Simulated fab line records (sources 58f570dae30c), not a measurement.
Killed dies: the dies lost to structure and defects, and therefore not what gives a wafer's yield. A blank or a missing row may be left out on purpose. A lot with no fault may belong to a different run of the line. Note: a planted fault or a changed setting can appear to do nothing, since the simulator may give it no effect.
Split-lot trial :: flow berkeley_cmos170 :: 23 wafers read from 5 lots, route of 331 steps

THE SPLIT
At UCB170_PWELL_OXIDATION_02 (target thk 26.4 nm, ox time 1260 s), the setting ox_time_s was moved away from the recipe's 1260 s on 10 of the 23 wafers read, by -13.7% to -9.1%. For the rest of the wafers, this setting stayed at what the recipe calls for.

The reading is taken at the split's own step.

THE READING
SiO2_of_PWELL_OXIDATION_02.thk_nm (the simulator's own value, which no gauge read), in nm, at UCB170_PWELL_OXIDATION_02 (target thk 26.4 nm, ox time 1260 s). The file gives no usual value for it. Average 26.39 nm, standard deviation 0.23 nm, over the 13 wafers here run with the recipe.

wafer: L075.1
tool, chamber at the split: furnace-04, 0
ox_time_s as run, s: 1260
against the recipe: recipe
SiO2_of_PWELL_OXIDATION_02.thk_nm, nm: 26.72
against lot-mates on the recipe: -

wafer: L075.3
tool, chamber at the split: furnace-04, 0
ox_time_s as run, s: 1260
against the recipe: recipe
SiO2_of_PWELL_OXIDATION_02.thk_nm, nm: 26.75
against lot-mates on the recipe: -

wafer: L075.6
tool, chamber at the split: furnace-04, 0
ox_time_s as run, s: 1260
against the recipe: recipe
SiO2_of_PWELL_OXIDATION_02.thk_nm, nm: 26.59
against lot-mates on the recipe: -

wafer: L077.1
tool, chamber at the split: -, -
ox_time_s as run, s: 1260
against the recipe: recipe
SiO2_of_PWELL_OXIDATION_02.thk_nm, nm: 26.42
against lot-mates on the recipe: -

wafer: L077.2
tool, chamber at the split: -, -
ox_time_s as run, s: 1260
against the recipe: recipe
SiO2_of_PWELL_OXIDATION_02.thk_nm, nm: 26.31
against lot-mates on the recipe: -

wafer: L077.4
tool, chamber at the split: -, -
ox_time_s as run, s: 1260
against the recipe: recipe
SiO2_of_PWELL_OXIDATION_02.thk_nm, nm: 26.5
against lot-mates on the recipe: -

wafer: L077.5
tool, chamber at the split: -, -
ox_time_s as run, s: 1260
against the recipe: recipe
SiO2_of_PWELL_OXIDATION_02.thk_nm, nm: 26.15
against lot-mates on the recipe: -

wafer: L077.6
tool, chamber at the split: -, -
ox_time_s as run, s: 1260
against the recipe: recipe
SiO2_of_PWELL_OXIDATION_02.thk_nm, nm: 26.49
against lot-mates on the recipe: -

wafer: L080.1
tool, chamber at the split: -, -
ox_time_s as run, s: 1260
against the recipe: recipe
SiO2_of_PWELL_OXIDATION_02.thk_nm, nm: 25.84
against lot-mates on the recipe: -

wafer: L080.3
tool, chamber at the split: -, -
ox_time_s as run, s: 1260
against the recipe: recipe
SiO2_of_PWELL_OXIDATION_02.thk_nm, nm: 26.42
against lot-mates on the recipe: -

wafer: L080.4
tool, chamber at the split: -, -
ox_time_s as run, s: 1260
against the recipe: recipe
SiO2_of_PWELL_OXIDATION_02.thk_nm, nm: 26.26
against lot-mates on the recipe: -

wafer: L080.5
tool, chamber at the split: -, -
ox_time_s as run, s: 1260
against the recipe: recipe
SiO2_of_PWELL_OXIDATION_02.thk_nm, nm: 26.27
against lot-mates on the recipe: -

wafer: L080.6
tool, chamber at the split: -, -
ox_time_s as run, s: 1260
against the recipe: recipe
SiO2_of_PWELL_OXIDATION_02.thk_nm, nm: 26.41
against lot-mates on the recipe: -

wafer: L082.1
tool, chamber at the split: -, -
ox_time_s as run, s: 1145
against the recipe: -9.1%
SiO2_of_PWELL_OXIDATION_02.thk_nm, nm: 23.77
against lot-mates on the recipe: no lot-mate on the recipe

wafer: L082.2
tool, chamber at the split: -, -
ox_time_s as run, s: 1145
against the recipe: -9.1%
SiO2_of_PWELL_OXIDATION_02.thk_nm, nm: 24.32
against lot-mates on the recipe: no lot-mate on the recipe

wafer: L082.3
tool, chamber at the split: -, -
ox_time_s as run, s: 1145
against the recipe: -9.1%
SiO2_of_PWELL_OXIDATION_02.thk_nm, nm: 24.52
against lot-mates on the recipe: no lot-mate on the recipe

wafer: L082.5
tool, chamber at the split: -, -
ox_time_s as run, s: 1145
against the recipe: -9.1%
SiO2_of_PWELL_OXIDATION_02.thk_nm, nm: 24.02
against lot-mates on the recipe: no lot-mate on the recipe

wafer: L082.6
tool, chamber at the split: -, -
ox_time_s as run, s: 1145
against the recipe: -9.1%
SiO2_of_PWELL_OXIDATION_02.thk_nm, nm: 24.66
against lot-mates on the recipe: no lot-mate on the recipe

wafer: L084.1
tool, chamber at the split: -, -
ox_time_s as run, s: 1087
against the recipe: -13.7%
SiO2_of_PWELL_OXIDATION_02.thk_nm, nm: 24.38
against lot-mates on the recipe: no lot-mate on the recipe

wafer: L084.2
tool, chamber at the split: -, -
ox_time_s as run, s: 1087
against the recipe: -13.7%
SiO2_of_PWELL_OXIDATION_02.thk_nm, nm: 24.21
against lot-mates on the recipe: no lot-mate on the recipe

wafer: L084.4
tool, chamber at the split: -, -
ox_time_s as run, s: 1087
against the recipe: -13.7%
SiO2_of_PWELL_OXIDATION_02.thk_nm, nm: 23.92
against lot-mates on the recipe: no lot-mate on the recipe

wafer: L084.5
tool, chamber at the split: -, -
ox_time_s as run, s: 1087
against the recipe: -13.7%
SiO2_of_PWELL_OXIDATION_02.thk_nm, nm: 24.16
against lot-mates on the recipe: no lot-mate on the recipe

wafer: L084.6
tool, chamber at the split: -, -
ox_time_s as run, s: 1087
against the recipe: -13.7%
SiO2_of_PWELL_OXIDATION_02.thk_nm, nm: 24.22
against lot-mates on the recipe: no lot-mate on the recipe

THE FIT
A straight line over all 23 wafers: SiO2_of_PWELL_OXIDATION_02.thk_nm changes by +0.179 nm for each +1% of ox_time_s; r = +0.95; the points scatter about the line by 0.37 nm.
Too few moved wafers with a lot-mate on the recipe to fit a line net of each lot's own level.

FILE'S OWN FIT
SiO2_of_PWELL_OXIDATION_02.thk_nm changes by +0.179 nm for each +1% of ox_time_s, r = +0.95.
